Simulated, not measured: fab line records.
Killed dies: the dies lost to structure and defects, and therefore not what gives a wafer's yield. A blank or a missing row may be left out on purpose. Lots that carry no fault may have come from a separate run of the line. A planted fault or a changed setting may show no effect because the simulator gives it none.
Which tool did it? ; flow ritCmos ; Sampling: 14 lots, 42 wafers, 2 of 202 route steps

## WHAT THE GAUGES READ, wafer by wafer
RIT_ACTIVE_THK_MEAS_04.
lot;measured;on;ACTIVE_NITRIDE_THK (nm)
L553;day 1 13:32;filmMetro-02;148.0 146.9 147.6
L554;day 1 18:34;filmMetro-03;148.0 148.3 148.2
L555;day 1 23:32;filmMetro-02;151.0 149.7 149.9
L556;day 2 04:32;filmMetro-04;148.5 149.7 148.3
L557;day 2 09:32;filmMetro-03;149.1 148.2 148.0
L559;day 2 19:32;filmMetro-03;150.3 152.0 150.8
L561;day 3 05:32;filmMetro-04;149.3 149.1 149.6
L563;day 3 16:14;filmMetro-04;150.1 150.9 150.5
L564;day 3 20:32;filmMetro-04;231.3 229.8 230.6
L565;day 4 01:32;filmMetro-04;232.5 232.4 232.6
L566;day 4 07:15;filmMetro-03;150.3 148.1 147.4
L572;day 5 13:03;filmMetro-04;148.9 149.2 149.6
L573;day 5 17:40;filmMetro-04;150.1 149.3 148.2
L576;day 6 08:33;filmMetro-03;149.4 150.1 149.1

## TOOL THAT RAN EACH LOT (tool first, then ch and the chambers of the sampled wafers, then the start)
lot;RIT_ACTIVE_CVD_03
L553;lpcvd-02 ch 0, day 1 12:07
L554;lpcvd-02 ch 0, day 1 17:07
L555;lpcvd-01 ch 0, day 1 22:07
L556;lpcvd-02 ch 0, day 2 03:07
L557;lpcvd-01 ch 1, day 2 08:07
L559;lpcvd-02 ch 1, day 2 18:07
L561;lpcvd-01 ch 1, day 3 04:07
L563;lpcvd-02 ch 1, day 3 14:49
L564;lpcvd-02 ch 0, day 3 19:07
L565;lpcvd-02 ch 0, day 4 00:07
L566;lpcvd-01 ch 1, day 4 05:08
L572;lpcvd-01 ch 1, day 5 11:37
L573;lpcvd-01 ch 1, day 5 16:15
L576;lpcvd-01 ch 1, day 6 07:07
- RIT_ACTIVE_CVD_03: deposits Si3N4 from SiH2Cl2/NH3, target thk 150 nm, time 1500 s.

## WHAT THE TOOLS THEMSELVES READ (means of the sampled wafers that have a number; where no wafer has one, the mark that the record gives instead)
RIT_ACTIVE_CVD_03.
lot;tool;spikeTcSourceC (C);susceptorTempC (C);zonePowerCentrePct (%)
L553;lpcvd-02;833.6;810.1;36.1
L554;lpcvd-02;833.4;810.2;36.3
L555;lpcvd-01;831.5;810.3;40.6
L556;lpcvd-02;832.8;810.2;36.1
L557;lpcvd-01;830.5;809.8;39.4
L559;lpcvd-02;830.4;810.0;44.5
L561;lpcvd-01;831.3;810.0;39.9
L563;lpcvd-02;831.4;810.2;43.8
L564;lpcvd-02;834.2;810.1;36.1
L565;lpcvd-02;833.8;809.7;36.2
L566;lpcvd-01;831.1;810.1;39.2
L572;lpcvd-01;831.5;809.6;39.5
L573;lpcvd-01;831.2;809.8;39.3
L576;lpcvd-01;831.5;809.7;39.4

## THE ANSWER, worked out from the rows above alone
Rule: what is usual is taken from the lots themselves. Put in order of their means at a reading, lots are off if they are a third of the lots or fewer, leave a main group of 4 or more, and stand apart from it by a gap of 3 or more times the standard deviation of the main group's means; of several such gaps the widest counts. A main group whose means are all the same, to the digits that the tables above print for the reading, isn't used. A lot without any number at a reading at which 4 lots or more have one is off too. Any other lot the step has rows for is counted as sound. First the gauges in route order, then the tools' own readings, where a lot's mean is used as printed above. The first step at which some lot is off is used, and at that step the reading that is off furthest; a lot without a number counts as furthest.
Off: at RIT_ACTIVE_THK_MEAS_04 (ACTIVE_NITRIDE_THK), L564, L565. Main group: mean 149.2 nm, sd 0.97.
A tool fits if, at a process step before that reading, it ran every lot that is off, and no sound lot after the first of them. The gauges at RIT_ACTIVE_THK_MEAS_04 are tried like those tools. One fits: lpcvd-02 at RIT_ACTIVE_CVD_03. Its last sound lot is L563 (day 3 14:49), its first lot that is off L564 (day 3 19:07): a fault that began between those two fits.

## WHAT WAS PUT IN BY THE SIMULATOR
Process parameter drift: lpcvd-02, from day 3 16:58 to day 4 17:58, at RIT_ACTIVE_CVD_03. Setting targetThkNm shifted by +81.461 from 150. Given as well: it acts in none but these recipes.
Struck lots among those shown: L564, L565. The rule above found the same.
